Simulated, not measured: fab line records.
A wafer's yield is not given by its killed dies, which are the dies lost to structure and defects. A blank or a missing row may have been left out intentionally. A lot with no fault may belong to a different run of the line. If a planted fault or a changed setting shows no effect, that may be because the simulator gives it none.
fab line records	flow berkeley_cmos170
[record] lots = 15	wafers = 45	last_day = 11
route steps=331 shown GATE@139 NSD@188 SILICIDE@212 CONTACT@231
lots untouched by any fault: they come from a run of this same line in which no faults occurred
start_h: hours from the record's first day to the start of the lot's first wafer shown	wait_h: hours from the lot's prior step to this one	" repeats the value in the row above	L1.1+2: one row covering several wafers at once	- no value, or no start was given	* or withheld: withheld	< > ~ a bound
route shown NAME@n: names a module that has steps shown in the file, with the first one's number in the route	usual: mean/standard deviation taken from wafers without a fault	same: alike in all rows	chamber/n: place in a boat	sites: the reading at each site	_std_site: their standard deviation	_edge_site: inner sites' mean taken away from outer sites' mean	radius_mm: how far each site lies from the wafer's centre	mask NAME#n: copy n	behind: tool/chamber where the wafer was last shaped	hold: reason for holding the lot/hours on hold/outcome of the hold	device: transistor that didn't switch, given as n, p or np	end of line: tests run on the same wafers once the route is complete	where a step has no rows: the recipe by itself	killed: dies lost to structure and defects at the first sort, not the wafer's yield	map: the dies of a wafer, with x for killed, . for not killed, _ for no die there
set.NAME: setting as actually run; set.NAME@STEP: the setting as run at that earlier step	model.NAME: the simulator's own value behind a step, which no gauge read
a sample of lots followed through the steps of the route, with each step as a table and each wafer as a row
[[steps]]
[step UCB170_GATE_OVL_MEAS_13]
[usual] GATE_OVL = 2/6.3
lot.wafer	tool	chamber	start_h	wait_h	GATE_OVL[nm]
L627.1	overlay-02	-	124.68	0.1	2
L627.2	"	-	"	"	6
L627.3	"	-	"	"	-1
L628.2	overlay-01	-	125.41	0.1	1
L628.4	"	-	"	"	-6
L628.6	"	-	"	"	-6
L629.2	overlay-01	-	128.43	0.1	9
L629.3	"	-	"	"	3
L629.4	"	-	"	"	14
L630.1	overlay-01	-	132.38	0.1	-8
L630.2	"	-	"	"	-2
L630.4	"	-	"	"	-6
L631.3	overlay-02	-	132.63	0.1	16
L631.4	"	-	"	"	7
L631.5	"	-	"	"	1
L632.1	overlay-02	-	160.02	0.1	6
L632.2	"	-	"	"	3
L632.6	"	-	"	"	11
L642.2	overlay-02	-	197.50	0.1	-2
L642.5	"	-	"	"	-13
L642.6	"	-	"	"	-4
L640.2	overlay-02	-	197.62	0.1	13
L640.3	"	-	"	"	8
L640.5	"	-	"	"	7
L641.4	overlay-01	-	197.71	0.1	6
L641.5	"	-	"	"	8
L641.6	"	-	"	"	-6
L643.1	overlay-01	-	202.85	0.1	-5
L643.3	"	-	"	"	6
L643.4	"	-	"	"	-3
L644.2	overlay-02	-	202.85	0.1	2
L644.3	"	-	"	"	4
L644.5	"	-	"	"	0
L645.2	overlay-02	-	223.25	0.1	5
L645.4	"	-	"	"	12
L645.6	"	-	"	"	7
L648.1	overlay-01	-	223.37	0.1	-3
L648.2	"	-	"	"	2
L648.5	"	-	"	"	8
L647.1	overlay-02	-	223.60	0.1	2
L647.5	"	-	"	"	1
L647.6	"	-	"	"	2
L649.1	overlay-01	-	234.30	0.1	6
L649.2	"	-	"	"	5
L649.5	"	-	"	"	4
[step UCB170_NSD_COAT_01]
[recipe] resist = KrF	spin_rpm = 1500	resist_thk_nm = 900
[usual] chill_plate_temp_C = 22.98/0.093	dispense_pressure_kPa = 53.9/2.3
lot.wafer	tool	chamber	start_h	wait_h	chill_plate_temp_C	dispense_pressure_kPa
L628.2	litho_track-03	0	138.30	0.1	22.95	52.5
L628.4	"	0	"	"	23.00	52.5
L628.6	"	0	"	"	23.03	52.5
L627.1	litho_track-03	0	138.72	0.1	22.95	52.5
L627.2	"	0	"	"	22.89	52.5
L627.3	"	0	"	"	22.97	52.5
L629.2	litho_track-02	0	138.73	0.1	23.20	52.4
L629.3	"	0	"	"	23.09	52.4
L629.4	"	0	"	"	23.08	52.4
L630.1	litho_track-01	-	149.73	0.1	-	-
L630.2	"	-	"	"	-	-
L630.4	"	-	"	"	-	-
L631.3	litho_track-03	-	149.98	0.1	-	-
L631.4	"	-	"	"	-	-
L631.5	"	-	"	"	-	-
L632.1	litho_track-03	-	176.11	0.1	-	-
L632.2	"	-	"	"	-	-
L632.6	"	-	"	"	-	-
L642.2	litho_track-02	0	209.33	0.1	22.90	52.3
L642.5	"	0	"	"	23.06	52.3
L642.6	"	0	"	"	22.97	52.2
L641.4	litho_track-03	0	209.75	0.1	23.04	52.5
L641.5	"	0	"	"	23.05	52.5
L641.6	"	0	"	"	22.98	52.4
L640.2	litho_track-02	0	209.78	0.1	23.01	52.2
L640.3	"	0	"	"	23.00	52.2
L640.5	"	0	"	"	23.12	52.2
L643.1	litho_track-01	0	218.77	0.1	23.15	57.4
L643.3	"	0	"	"	23.04	57.4
L643.4	"	0	"	"	23.22	57.5
L644.2	litho_track-03	0	218.80	0.1	22.96	52.5
L644.3	"	0	"	"	22.90	52.5
L644.5	"	0	"	"	22.91	52.5
L648.1	litho_track-02	0	232.37	0.1	23.08	52.3
L648.2	"	0	"	"	23.07	52.3
L648.5	"	0	"	"	22.89	52.3
L645.2	litho_track-01	0	232.73	0.1	23.02	57.5
L645.4	"	0	"	"	22.96	57.5
L645.6	"	0	"	"	22.98	57.5
L647.1	litho_track-01	0	233.16	0.1	22.93	57.4
L647.5	"	0	"	"	22.93	57.4
L647.6	"	0	"	"	23.06	57.4
L649.1	litho_track-03	0	245.55	0.1	22.86	52.5
L649.2	"	0	"	"	22.83	52.5
L649.5	"	0	"	"	22.87	52.5
[step UCB170_NSD_CD_MEAS_06]
[recipe] target_cd_nm = 1200
[usual] cd_nm = 1199.8/1.4
lot.wafer	tool	chamber	start_h	wait_h	cd_nm
L628.2	cd_sem-01	-	139.39	-	1199.3
L628.4	"	-	"	"	1199.9
L628.6	"	-	"	"	1199.1
L629.2	cd_sem-02	-	139.44	-	1200.7
L629.3	"	-	"	"	1199.7
L629.4	"	-	"	"	1199.9
L627.1	cd_sem-01	-	139.55	-	1200.6
L627.2	"	-	"	"	1200.0
L627.3	"	-	"	"	1200.6
L630.1	cd_sem-01	-	151.66	-	-
L630.2	"	-	"	"	-
L630.4	"	-	"	"	-
L631.3	cd_sem-02	-	151.92	-	-
L631.4	"	-	"	"	-
L631.5	"	-	"	"	-
L632.1	cd_sem-01	-	177.58	-	-
L632.2	"	-	"	"	-
L632.6	"	-	"	"	-
L642.2	cd_sem-02	-	210.27	-	1198.9
L642.5	"	-	"	"	1200.0
L642.6	"	-	"	"	1199.9
L641.4	cd_sem-01	-	210.55	-	1202.0
L641.5	"	-	"	"	1200.7
L641.6	"	-	"	"	1201.4
L640.2	cd_sem-02	-	210.79	-	1199.5
L640.3	"	-	"	"	1197.8
L640.5	"	-	"	"	1197.2
L643.1	cd_sem-02	-	219.59	-	1200.3
L643.3	"	-	"	"	1200.3
L643.4	"	-	"	"	1200.1
L644.2	cd_sem-02	-	219.82	-	1200.7
L644.3	"	-	"	"	1201.7
L644.5	"	-	"	"	1202.7
L648.1	cd_sem-01	-	233.40	-	1200.7
L648.2	"	-	"	"	1201.0
L648.5	"	-	"	"	1201.1
L645.2	cd_sem-01	-	233.82	-	1198.0
L645.4	"	-	"	"	1200.0
L645.6	"	-	"	"	1200.6
L647.1	cd_sem-01	-	234.07	-	1199.4
L647.5	"	-	"	"	1198.3
L647.6	"	-	"	"	1198.7
L649.1	cd_sem-01	-	246.74	-	1200.8
L649.2	"	-	"	"	1203.3
L649.5	"	-	"	"	1202.9
[step UCB170_SILICIDE_RS_MEAS_02]
[recipe] thk_meas_gauge = four-point-probe	reads = Ti_of_SILICIDE_SPUTTER_01
[usual] SILICIDE_TI_RS = 26.3/0.34
lot.wafer	tool	chamber	start_h	wait_h	SILICIDE_TI_RS[ohm/sq]
L628.2	film_metro-01	-	141.60	0.0	26.3
L628.4	"	-	"	"	26.1
L628.6	"	-	"	"	26.1
L629.2	film_metro-02	-	141.80	0.0	25.9
L629.3	"	-	"	"	26.1
L629.4	"	-	"	"	25.9
L627.1	film_metro-01	-	141.83	0.0	26.7
L627.2	"	-	"	"	26.7
L627.3	"	-	"	"	26.2
L630.1	film_metro-01	-	154.05	0.0	26.7
L630.2	"	-	"	"	26.7
L630.4	"	-	"	"	26.4
L631.3	film_metro-04	-	154.09	0.1	26.3
L631.4	"	-	"	"	26.8
L631.5	"	-	"	"	26.5
L632.1	film_metro-01	-	180.43	0.0	26.2
L632.2	"	-	"	"	26.6
L632.6	"	-	"	"	26.3
L642.2	film_metro-01	-	212.41	0.0	26.2
L642.5	"	-	"	"	25.7
L642.6	"	-	"	"	26.2
L641.4	film_metro-02	-	212.73	0.1	26.5
L641.5	"	-	"	"	26.7
L641.6	"	-	"	"	26.9
L640.2	film_metro-04	-	212.91	0.0	26.4
L640.3	"	-	"	"	26.2
L640.5	"	-	"	"	26.1
L643.1	film_metro-02	-	221.77	0.0	25.9
L643.3	"	-	"	"	26.1
L643.4	"	-	"	"	26.0
L644.2	film_metro-01	-	222.31	0.1	26.3
L644.3	"	-	"	"	26.4
L644.5	"	-	"	"	26.1
L648.1	film_metro-01	-	237.16	0.0	26.1
L648.2	"	-	"	"	26.2
L648.5	"	-	"	"	26.5
L645.2	film_metro-02	-	237.26	0.1	26.4
L645.4	"	-	"	"	26.1
L645.6	"	-	"	"	26.1
L647.1	film_metro-01	-	237.64	0.0	26.3
L647.5	"	-	"	"	26.4
L647.6	"	-	"	"	26.9
L649.1	film_metro-01	-	248.82	0.0	26.5
L649.2	"	-	"	"	26.3
L649.5	"	-	"	"	26.7
[step UCB170_CONTACT_CD_MEAS_15]
[recipe] target_cd_nm = 700
[usual] cd_nm = 699.9/1.6
lot.wafer	tool	chamber	start_h	wait_h	cd_nm
L628.2	cd_sem-02	-	151.78	-	699.8
L628.4	"	-	"	"	701.3
L628.6	"	-	"	"	700.0
L629.2	cd_sem-02	-	152.05	-	700.9
L629.3	"	-	"	"	702.5
L629.4	"	-	"	"	699.5
L627.1	cd_sem-02	-	152.16	-	698.3
L627.2	"	-	"	"	698.7
L627.3	"	-	"	"	699.5
L630.1	cd_sem-02	-	157.97	-	699.0
L630.2	"	-	"	"	698.1
L630.4	"	-	"	"	699.4
L631.3	cd_sem-01	-	158.13	-	700.6
L631.4	"	-	"	"	698.6
L631.5	"	-	"	"	699.8
L632.1	cd_sem-02	-	186.62	-	702.7
L632.2	"	-	"	"	701.0
L632.6	"	-	"	"	700.5
L642.2	cd_sem-01	-	217.56	-	697.8
L642.5	"	-	"	"	697.5
L642.6	"	-	"	"	696.5
L641.4	cd_sem-02	-	217.99	-	700.5
L641.5	"	-	"	"	700.9
L641.6	"	-	"	"	700.2
L640.2	cd_sem-02	-	218.57	-	699.3
L640.3	"	-	"	"	699.0
L640.5	"	-	"	"	699.2
L643.1	cd_sem-01	-	227.12	-	700.6
L643.3	"	-	"	"	700.5
L643.4	"	-	"	"	701.5
L644.2	cd_sem-01	-	227.41	-	698.7
L644.3	"	-	"	"	697.4
L644.5	"	-	"	"	697.8
L648.1	cd_sem-01	-	241.09	-	700.4
L648.2	"	-	"	"	698.4
L648.5	"	-	"	"	699.5
L645.2	cd_sem-01	-	243.67	-	698.8
L645.4	"	-	"	"	699.1
L645.6	"	-	"	"	698.6
L647.1	cd_sem-01	-	243.83	-	700.0
L647.5	"	-	"	"	700.4
L647.6	"	-	"	"	700.0
L649.1	cd_sem-01	-	253.92	-	696.1
L649.2	"	-	"	"	697.1
L649.5	"	-	"	"	696.0
[[key]]
[first_sign] step = UCB170_NSD_COAT_01	reading = tool_record	direction = missing
[effect] step = UCB170_NSD_CD_MEAS_06	reading = cd_nm	direction = missing
met_at UCB170_NSD_COAT_01
struck_lots L630,L631,L632
sort_left_out L630.1,L630.2,L630.4,L631.3,L631.4,L631.5,L632.1,L632.2,L632.6
tester_left_out L630,L631,L632
not_acting_at UCB170_GATE_OVL_MEAS_13,UCB170_SILICIDE_RS_MEAS_02,UCB170_CONTACT_CD_MEAS_15
onset_between 138.72 149.73
[fault] kind = skipped_step_whole	tool = litho_track-01,litho_track-03	chamber = -	onset_h = 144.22	steps = UCB170_NSD_COAT_01	scope = struck_lots_only
// tester_left_out: of these lots the tester's yield and bins aren't shown, on N5 and GAA mostly nor the transistor test; their killed dies are dies lost to structure and defects alone, not to doping, threshold or leakage, so they don't give the yield
// sort_left_out: the simulated sort isn't trusted on such a fault, so these wafers' sort isn't shown, and their yield isn't known
